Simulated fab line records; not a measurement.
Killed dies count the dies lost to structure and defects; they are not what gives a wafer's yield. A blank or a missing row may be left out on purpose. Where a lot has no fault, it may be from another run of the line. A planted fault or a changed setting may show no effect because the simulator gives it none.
One fault through the eyes of 2 desks    flow berkeley_cmos170    each desk holds nothing but its own numbers, with what lay behind them at the end

## FOR THE TOOL OWNER'S DESK: litho_track-04
The tool's own readings at UCB170_ACTIVE_COAT_08 (resist thk 900 nm): means of the sampled wafers that have a number, for each lot that ran on this tool. The brackets show how far a lot's mean lies from the usual mean; more than 4 standard deviations puts the lot out of limits, marked OUT.
Columns: A = chill_plate_temp_C at UCB170_ACTIVE_COAT_08, usual 22.98 C
lot   first seen here  A
L481  day 4 21:33      22.90
L484  day 5 18:17      22.96
L485  day 5 18:46      22.95
L486  day 6 09:10      22.97
L490  day 7 01:53      22.88
L500  day 9 04:14      22.95
L502  day 9 13:42      23.10
This desk's verdict: no lot among the 7 shows anything out of limits.

## AT THE METROLOGY DESK
What the gauges read, lot by lot, whatever tool the lot ran on: means of the sampled wafers that have a number. The brackets show how far a lot's mean lies from the usual mean; more than 4 standard deviations puts the lot out of limits, marked OUT.
Columns: A = PWELL_OXIDE_THK at UCB170_PWELL_THK_MEAS_03, usual 26.3 nm; B = cd_nm at UCB170_ACTIVE_CD_MEAS_90, usual 1200.4 nm
lot   first seen here  A     B
L480  day 2 16:40      26.4  1198.6
L481  day 3 04:56      26.1  1199.5
L484  day 3 19:47      26.2  1200.4
L485  day 4 02:55      26.5  1201.7
L487  day 4 14:35      26.5  1199.7
L488  day 4 14:35      26.5  1200.2
L486  day 4 14:37      26.1  1204.6
L489  day 4 19:26      26.3  1201.7
L490  day 5 05:25      26.5  1203.4
L497  day 6 11:57      26.4  1199.2
L500  day 7 04:04      25.9  1201.3
L501  day 7 12:50      26.8  1199.6
L502  day 7 12:53      26.2  1203.9
L503  day 7 12:57      26.8  1200.1
This desk's verdict: no lot among the 14 shows anything out of limits.

## BROUGHT TOGETHER
Nothing out of limits was seen by the tool owner's desk.
Metrology desk: nothing out of limits seen.

## WHAT THE SIMULATOR HAD INSERTED
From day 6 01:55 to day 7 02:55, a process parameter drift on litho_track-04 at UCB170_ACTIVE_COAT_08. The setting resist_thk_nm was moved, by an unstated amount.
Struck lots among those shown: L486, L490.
